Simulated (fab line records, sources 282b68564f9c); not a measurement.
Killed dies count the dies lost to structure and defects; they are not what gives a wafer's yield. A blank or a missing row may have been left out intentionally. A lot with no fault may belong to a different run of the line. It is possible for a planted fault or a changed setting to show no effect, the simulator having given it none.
fab line records	flow ritCmos
[record] lots = 6	wafers = 18	lastDay = 6
route steps=202 shown GATE@92 REOX@98 NLDD@103 M1@202
lots that met no fault: from a run of the same line without faults
startH: start of the lot's first displayed wafer, in hours after the record's first day	waitH: time in hours since the lot's previous step	" the same as in the row above	L1.1+2: several wafers, shown together as one row	- value missing, or start not given	* or withheld: withheld	< > ~ a bound
route shown NAME@n: names a module that has steps shown in the file, with the first one's number in the route	usual: mean/standard deviation taken from wafers without a fault	same: alike in all rows	chamber/n: place in a boat	sites: each site's reading	_std_site: the values' standard deviation	_edge_site: inner sites' mean taken away from outer sites' mean	radiusMm: for every site, how far away it sits from the centre of the wafer	mask NAME#n: copy n	behind: tool/chamber where the wafer was last shaped	hold: what put the lot on hold/how long, in hours/how the hold closed	device: transistor that didn't switch, given as n, p or np	end of line: tests of these same wafers at the route's end	for a step that has no rows: nothing shown but its recipe	killed: the dies lost at the first sort to structure and to defects; this is not the yield of the wafer	map: dies across one wafer; x = killed, . = not, _ = none there
set.NAME: the setting as run; set.NAME@STEP: as run at that earlier step	model.NAME: the simulator's own value behind a step, which no gauge read
certain route steps with their lots: each step a table, each wafer a row
services: when a tool's chamber went out of use (startH, in hours from the record's first day, below 0 if earlier), for how many hours, and the reason
[[steps]]
[step RIT_GATE_CD_MEAS_16]
[recipe] targetCdNm = 150
[usual] cdNm = 150.3/2.6
lot.wafer	tool	chamber	startH	waitH	cdNm
L336.1	cdSem-02	-	37.27	-	150.2
L336.5	"	-	"	"	152.4
L336.6	"	-	"	"	152.6
L337.1	cdSem-01	-	42.36	-	149.3
L337.4	"	-	"	"	151.1
L337.5	"	-	"	"	149.2
L348.1	cdSem-02	-	97.88	-	148.3
L348.5	"	-	"	"	148.2
L348.6	"	-	"	"	149.1
L350.2	cdSem-01	-	113.58	-	150.3
L350.3	"	-	"	"	151.9
L350.4	"	-	"	"	147.9
L351.3	cdSem-02	-	117.75	-	152.7
L351.4	"	-	"	"	151.6
L351.6	"	-	"	"	152.8
L353.1	cdSem-02	-	124.04	-	150.1
L353.2	"	-	"	"	153.7
L353.5	"	-	"	"	151.5
[step RIT_GATE_OVL_MEAS_17]
[usual] GATE_OVL = -0.3/1.3
lot.wafer	tool	chamber	startH	waitH	GATE_OVL[nm]
L336.1	overlay-01	-	37.39	0.1	1.2
L336.5	"	-	"	"	-1.4
L336.6	"	-	"	"	-1.0
L337.1	overlay-01	-	42.48	0.1	0.9
L337.4	"	-	"	"	0.2
L337.5	"	-	"	"	1.7
L348.1	overlay-01	-	98.00	0.1	1.4
L348.5	"	-	"	"	0.5
L348.6	"	-	"	"	-0.5
L350.2	overlay-01	-	113.68	0.1	0.9
L350.3	"	-	"	"	-0.1
L350.4	"	-	"	"	0.2
L351.3	overlay-01	-	117.85	0.1	-0.9
L351.4	"	-	"	"	-2.1
L351.6	"	-	"	"	-0.3
L353.1	overlay-02	-	124.16	0.1	-3.3
L353.2	"	-	"	"	-1.0
L353.5	"	-	"	"	-2.0
[step RIT_GATE_HARDBAKE_18]
[recipe] resist = NOVOLAK	tempC = 140	timeS = 60
[step RIT_GATE_ETCH_19]
[recipe] chemistry = SF6/CHF3/O2	timeS = 165	SF6_flow_sccm = 30	CHF3_flow_sccm = 30	O2_flow_sccm = 5	target = poly-Si	pressureMtorr = 40	rfW = 160	targetDepthA = 3125	overEtchFrac = 0.25	stopOn = SiO2
[usual] SF6_flow_sccm = 30.00/0.089	drypumpMotorCurrentA = 5.6/0.32	oesProductAu = 0.858/0.013	throttleValvePct = 10.21/0.15
lot.wafer	tool	chamber	startH	waitH	SF6_flow_sccm	drypumpMotorCurrentA	oesProductAu	rfHoursCounterH	throttleValvePct
L336.1	rieSi-02	1	37.57	0.1	29.74	6.1	0.870	2	10.11
L336.5	"	1	"	"	29.93	6.1	0.873	-	10.11
L336.6	"	0	"	"	30.02	5.6	0.837	-	10.17
L337.1	rieSi-01	1	42.67	0.1	30.09	5.3	0.834	86	9.92
L337.4	"	2	"	"	30.03	6.1	0.849	-	10.26
L337.5	"	1	"	"	30.04	5.3	0.852	-	9.92
L348.1	rieSi-02	3	98.19	0.1	30.15	5.2	0.864	2	10.45
L348.5	"	1	"	"	30.10	6.0	0.864	-	10.14
L348.6	"	0	"	"	30.01	5.7	0.845	-	10.18
L350.2	rieSi-02	2	113.86	0.1	30.00	5.6	0.859	116	10.24
L350.3	"	3	"	"	29.96	5.3	0.864	2	10.42
L350.4	"	0	"	"	30.12	5.7	0.833	56	10.18
L351.3	rieSi-01	2	118.02	0.1	29.93	6.1	0.851	98	10.25
L351.4	"	1	"	"	29.89	5.3	0.844	87	9.91
L351.6	"	3	"	"	29.89	5.5	0.863	-	10.30
L353.1	rieSi-01	0	124.34	0.1	29.86	5.3	0.852	2	10.38
L353.2	"	3	"	"	30.04	5.5	0.867	112	10.31
L353.5	"	2	"	"	30.05	6.1	0.860	-	10.27
[step RIT_GATE_STRIP_20]
[recipe] chemistry = O2	timeS = 180	resist = NOVOLAK	platenTempC = withheld	powerW = 500	pressureMtorr = 4000	o2FlowSccm = 4000
[usual] drypumpMotorCurrentA = 5.9/0.38
lot.wafer	tool	chamber	startH	waitH	drypumpMotorCurrentA	rfHoursCounterH
L336.1	plasmaAsher-04	1	37.68	0.1	5.7	42
L336.5	"	1	"	"	5.8	-
L336.6	"	0	"	"	5.9	-
L337.1	plasmaAsher-03	1	42.78	0.1	6.4	39
L337.4	"	1	"	"	6.4	-
L337.5	"	0	"	"	5.4	-
L348.1	plasmaAsher-03	1	98.30	0.1	6.4	44
L348.5	"	0	"	"	5.4	-
L348.6	"	1	"	"	6.4	-
L350.2	plasmaAsher-02	1	113.97	0.1	5.5	47
L350.3	"	0	"	"	6.2	-
L350.4	"	1	"	"	5.5	-
L351.3	plasmaAsher-02	1	118.19	0.1	5.5	-
L351.4	"	0	"	"	6.2	-
L351.6	"	0	"	"	6.2	-
L353.1	plasmaAsher-03	1	124.45	0.1	6.4	1
L353.2	"	0	"	"	5.4	1
L353.5	"	1	"	"	6.4	-
[step RIT_GATE_CD_MEAS_90]
[recipe] targetCdNm = 150
[usual] cdNm = 150.3/2.6
lot.wafer	tool	chamber	startH	waitH	cdNm
L336.1	cdSem-02	-	37.86	0.1	149.8
L336.5	"	-	"	"	152.4
L336.6	"	-	"	"	152.1
L337.1	cdSem-02	-	42.95	0.1	149.7
L337.4	"	-	"	"	150.3
L337.5	"	-	"	"	149.8
L348.1	cdSem-01	-	98.47	0.1	148.1
L348.5	"	-	"	"	148.0
L348.6	"	-	"	"	148.9
L350.2	cdSem-02	-	114.17	0.1	150.5
L350.3	"	-	"	"	152.3
L350.4	"	-	"	"	148.1
L351.3	cdSem-02	-	118.34	0.1	152.7
L351.4	"	-	"	"	151.8
L351.6	"	-	"	"	152.8
L353.1	cdSem-02	-	124.63	0.1	150.8
L353.2	"	-	"	"	153.9
L353.5	"	-	"	"	151.6
[step RIT_REOX_CLEAN_00]
[recipe] chemistry = SC1	mix = 3:3:50	timeS = 600	tempC = 75
[step RIT_REOX_CLEAN_01]
[recipe] chemistry = dHF	dilution = 50:1	timeS = 30
[step RIT_REOX_CLEAN_02]
[recipe] chemistry = SC2	mix = 3:3:50	timeS = 600	tempC = 75	dry = n2Spin
[step RIT_REOX_OXIDATION_03]
[recipe] tempC = 900	ambient = O2	targetThkA = 252	oxTimeS = 5580
[step RIT_REOX_THK_MEAS_04]
[recipe] reads = SiO2_of_REOX_OXIDATION_03
[usual] REOX_OXIDE_THK = 24.9/0.51
lot.wafer	tool	chamber	startH	waitH	REOX_OXIDE_THK[nm]
L336.1	filmMetro-03	-	41.12	0.0	25.1
L336.5	"	-	"	"	25.4
L336.6	"	-	"	"	25.0
L337.1	filmMetro-01	-	45.99	0.0	25.4
L337.4	"	-	"	"	25.7
L337.5	"	-	"	"	25.4
L348.1	filmMetro-03	-	103.16	0.0	25.2
L348.5	"	-	"	"	25.2
L348.6	"	-	"	"	25.5
L350.2	filmMetro-01	-	118.14	0.1	24.3
L350.3	"	-	"	"	24.8
L350.4	"	-	"	"	24.3
L351.3	filmMetro-03	-	124.64	0.0	24.7
L351.4	"	-	"	"	24.7
L351.6	"	-	"	"	25.0
L353.1	filmMetro-01	-	128.67	0.0	24.9
L353.2	"	-	"	"	25.0
L353.5	"	-	"	"	24.9
[step RIT_NLDD_HMDS_00]
[recipe] primeTimeS = 60	primeTempC = 140
[step RIT_NLDD_COAT_01]
[recipe] resist = NOVOLAK	spinRpm = 3250	resistThkNm = 1000
[usual] spinSpeedRpm = 3250.0/2.2
lot.wafer	tool	chamber	startH	waitH	spinSpeedRpm	model.NOVOLAK_of_NLDD_COAT_01.thkNm
L336.1	lithoTrack-04	0	41.33	0.1	3251.7	1005
L336.5	"	0	"	"	3251.8	1005
L336.6	"	0	"	"	3250.3	1003
L337.1	lithoTrack-03	0	46.20	0.1	3247.4	1008
L337.4	"	0	"	"	3249.9	1003
L337.5	"	0	"	"	3247.6	1007
L348.1	lithoTrack-04	0	103.37	0.1	3251.0	1061
L348.5	"	0	"	"	3250.7	1062
L348.6	"	0	"	"	3249.0	1064
L350.2	lithoTrack-04	0	118.37	0.1	3253.0	1067
L350.3	"	0	"	"	3250.3	1065
L350.4	"	0	"	"	3251.1	1065
L351.3	lithoTrack-03	0	124.88	0.1	3246.5	1005
L351.4	"	0	"	"	3248.1	1004
L351.6	"	0	"	"	3247.6	1008
L353.1	lithoTrack-03	0	128.88	0.1	3252.1	1003
L353.2	"	0	"	"	3246.6	1002
L353.5	"	0	"	"	3252.6	1002
[step RIT_NLDD_SOFTBAKE_02]
[recipe] resist = NOVOLAK	tempC = 90	timeS = 60
[step RIT_NLDD_EXPOSE_03]
[recipe] maskId = M7	na = 0.57	targetCdNm = 40700	doseMj = 250
[step RIT_NLDD_PEB_04]
[recipe] resist = NOVOLAK	tempC = withheld	timeS = withheld
[step RIT_NLDD_DEVELOP_05]
[recipe] resist = NOVOLAK	developTimeS = 50	devTempC = 23
[step RIT_NLDD_OVL_MEAS_06]
[usual] NLDD_OVL = -1.1/1.6
lot.wafer	tool	chamber	startH	waitH	NLDD_OVL[nm]
L336.1	overlay-01	-	42.16	-	-3.2
L336.5	"	-	"	"	-4.0
L336.6	"	-	"	"	-4.3
L337.1	overlay-01	-	47.11	-	-2.2
L337.4	"	-	"	"	-1.4
L337.5	"	-	"	"	-3.0
L348.1	overlay-01	-	104.17	-	-1.2
L348.5	"	-	"	"	-4.0
L348.6	"	-	"	"	-3.3
L350.2	overlay-01	-	119.17	-	-1.1
L350.3	"	-	"	"	0.6
L350.4	"	-	"	"	1.1
L351.3	overlay-01	-	125.68	-	-2.2
L351.4	"	-	"	"	-5.5
L351.6	"	-	"	"	-4.8
L353.1	overlay-02	-	129.58	-	-0.6
L353.2	"	-	"	"	-0.7
L353.5	"	-	"	"	-0.6
[step RIT_NLDD_HARDBAKE_07]
[recipe] resist = NOVOLAK	tempC = 140	timeS = 60
lot.wafer	tool	chamber	startH	waitH	model.NOVOLAK_of_NLDD_COAT_01.thkNm
L336.1	lithoTrack-01	0	42.19	0.0	887.9
L336.5	"	0	"	"	888.2
L336.6	"	0	"	"	886.2
L337.1	lithoTrack-04	0	47.23	0.1	890.6
L337.4	"	0	"	"	886.3
L337.5	"	0	"	"	889.7
L348.1	lithoTrack-04	0	104.20	0.0	937.3
L348.5	"	0	"	"	938.3
L348.6	"	0	"	"	939.4
L350.2	lithoTrack-03	0	119.23	0.0	942.6
L350.3	"	0	"	"	940.8
L350.4	"	0	"	"	941
L351.3	lithoTrack-04	0	125.75	0.1	888.3
L351.4	"	0	"	"	887.1
L351.6	"	0	"	"	891.1
L353.1	lithoTrack-03	0	129.61	0.0	886
L353.2+5	"	0	"	"	885.8
[step RIT_NLDD_IMPLANT_08]
[recipe] species = P	energyKev = 20	doseCm2 = 5e+14	tiltDeg = 7
[step RIT_M1_PROBE_99]
[usual] killedAtFrontEnd = 6.6/2.7	killedDies = 6.7/2.7	killedOpen = 3.3/1.9	killedShort = 3.4/1.9
[same] grossDies = 264	killed_at_M0_to_M3 = 0	killed_at_M4_up = 0	killedAtBackSide = 0	killedAtContacts = 0	killedAtOther = 0
lot.wafer	tool	chamber	startH	waitH	killedAtFrontEnd	killedDies	killedOpen	killedShort
L336.1	prober-01	-	58.46	0.1	5	5	2	3
L336.5	prober-01	-	58.66	0.2	5	5	1	4
L336.6	prober-01	-	58.71	0.2	15	15	6	9
L337.1	prober-02	-	63.81	0.1	9	9	4	5
L337.4	prober-02	-	63.96	0.2	8	8	2	6
L337.5	prober-02	-	64.01	0.2	5	5	1	4
L348.1	prober-01	-	119.69	0.1	10	10	3	7
L348.5	prober-01	-	119.89	0.2	13	13	4	9
L348.6	prober-01	-	119.94	0.2	9	9	4	5
L350.2	prober-01	-	134.51	0.1	9	9	1	8
L350.3	prober-01	-	134.56	0.2	3	3	2	1
L350.4	prober-01	-	134.61	0.2	3	3	2	1
L351.3	prober-02	-	144.20	0.2	11	11	5	6
L351.4	prober-02	-	144.25	0.2	12	12	8	4
L351.6	prober-02	-	144.35	0.2	8	8	4	4
L353.1	prober-01	-	148.20	0.1	5	5	2	3
L353.2	prober-01	-	148.25	0.1	8	8	1	7
L353.5	prober-01	-	148.40	0.2	7	7	3	4
// killed by level:class
L336.1 GATE:geometricParticle:short=1 GATE:geometricParticle:open=1 SPACER:geometricParticle:short=1 SPACER:geometricParticle:open=1 SILICIDE:geometricParticle:short=1
L336.5 ACTIVE:geometricParticle:short=1 FOX1:geometricParticle:open=1 GATE:geometricParticle:short=1 REOX:geometricParticle:short=1 SPACER:geometricParticle:short=1
L336.6 GATE:geometricParticle:open=4 GATE:geometricParticle:short=4 SPACER:geometricParticle:short=4 SPACER:geometricParticle:open=1 SILICIDE:geometricParticle:short=1 SILICIDE:geometricParticle:open=1
L337.1 SILICIDE:geometricParticle:short=2 FOX1:geometricParticle:open=1 GATE:geometricParticle:open=1 GATE:geometricParticle:short=1 REOX:geometricParticle:open=1 REOX:geometricParticle:short=1 SPACER:geometricParticle:short=1 SPACER:geometricParticle:open=1
L337.4 FOX1:geometricParticle:short=2 SILICIDE:geometricParticle:short=2 FOX1:geometricParticle:open=1 FOX2:geometricParticle:short=1 GATE:geometricParticle:short=1 SILICIDE:geometricParticle:open=1
L337.5 GATE:geometricParticle:short=2 REOX:geometricParticle:short=1 SILICIDE:geometricParticle:open=1 SILICIDE:geometricParticle:short=1
L348.1 REOX:geometricParticle:short=3 SPACER:geometricParticle:short=2 SILICIDE:geometricParticle:open=2 FOX1:geometricParticle:open=1 GATE:geometricParticle:short=1 SILICIDE:geometricParticle:short=1
L348.5 SILICIDE:geometricParticle:short=3 FOX1:geometricParticle:short=2 GATE:geometricParticle:open=2 SPACER:geometricParticle:open=2 SPACER:geometricParticle:short=2 FOX2:geometricParticle:short=1 REOX:geometricParticle:short=1
L348.6 SPACER:geometricParticle:short=3 GATE:geometricParticle:open=2 FOX1:geometricParticle:short=1 GATE:geometricParticle:short=1 SPACER:geometricParticle:open=1 SILICIDE:geometricParticle:open=1
L350.2 GATE:geometricParticle:short=3 FOX1:geometricParticle:short=2 SILICIDE:geometricParticle:short=2 REOX:geometricParticle:open=1 SPACER:geometricParticle:short=1
L350.3 FOX1:geometricParticle:open=1 FOX1:geometricParticle:short=1 SPACER:geometricParticle:open=1
L350.4 SILICIDE:geometricParticle:open=2 GATE:geometricParticle:short=1
L351.3 GATE:geometricParticle:open=4 FOX1:geometricParticle:short=1 FOX2:geometricParticle:short=1 GATE:geometricParticle:short=1 REOX:geometricParticle:open=1 REOX:geometricParticle:short=1 SPACER:geometricParticle:short=1 SILICIDE:geometricParticle:short=1
L351.4 SPACER:geometricParticle:open=4 FOX1:geometricParticle:open=2 GATE:geometricParticle:short=2 FOX1:geometricParticle:short=1 GATE:geometricParticle:open=1 REOX:geometricParticle:open=1 SPACER:geometricParticle:short=1
L351.6 GATE:geometricParticle:short=3 GATE:geometricParticle:open=2 FOX1:geometricParticle:open=1 REOX:geometricParticle:short=1 REOX:geometricParticle:open=1
L353.1 GATE:geometricParticle:short=2 FOX1:geometricParticle:open=1 GATE:geometricParticle:open=1 REOX:geometricParticle:short=1
L353.2 FOX1:geometricParticle:short=2 REOX:geometricParticle:short=2 FOX2:geometricParticle:short=1 GATE:geometricParticle:open=1 SPACER:geometricParticle:short=1 SILICIDE:geometricParticle:short=1
L353.5 FOX1:geometricParticle:open=2 GATE:geometricParticle:short=2 FOX1:geometricParticle:short=1 FOX2:geometricParticle:short=1 FOX2:geometricParticle:open=1
[[services]]
tool	chamber	startH	hours	kind
rieSi-01	3	19.07	45.1	repair
rieSi-01	-	23.55	4.3	pm
plasmaAsher-02	-	43.78	0.9	repair
rieSi-02	-	49.03	0.3	repair
plasmaAsher-03	-	56.69	2.8	pm
rieSi-01	0	78.93	11.9	repair
plasmaAsher-03	-	108.75	9.0	pm
plasmaAsher-03	0	108.75	9.0	ventCycle
plasmaAsher-03	1	108.75	9.0	ventCycle
plasmaAsher-03	0	117.75	-	clean
plasmaAsher-03	1	117.75	-	clean
[[key]]
firstSign none at tools or gauges
[modelEffect] step = RIT_NLDD_COAT_01	value = NOVOLAK_of_NLDD_COAT_01.thkNm	without = 999.8	struck = 1064
[modelEffect] step = RIT_NLDD_HARDBAKE_07	value = NOVOLAK_of_NLDD_COAT_01.thkNm	without = 883.6	struck = 939.9
metAt RIT_NLDD_COAT_01
struckWafers L348.1,L348.5,L348.6,L350.2,L350.3,L350.4
testerLeftOut L348,L350
onsetBetween 41.33 103.37
alsoFits RIT_GATE_ETCH_19:rieSi-02
[earlierFault] kind = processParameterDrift	tool = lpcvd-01	chamber = 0	onsetH = 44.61	steps = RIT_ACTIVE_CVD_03	channel = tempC	offset = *	shape = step	endH = 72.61	actsIn = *	stated = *
[fault] kind = processParameterDrift	tool = lithoTrack-04	chamber = -	onsetH = 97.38	steps = RIT_NLDD_COAT_01	channel = resistThkNm	offset = 64.336	shape = step	endH = 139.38	actsIn = theseRecipesOnly	stated = 1000
// testerLeftOut: of these lots the tester's yield and bins aren't shown, on N5 and GAA mostly nor the transistor test; their killed dies are dies lost to structure and defects alone, not to doping, threshold or leakage, so they don't give the yield
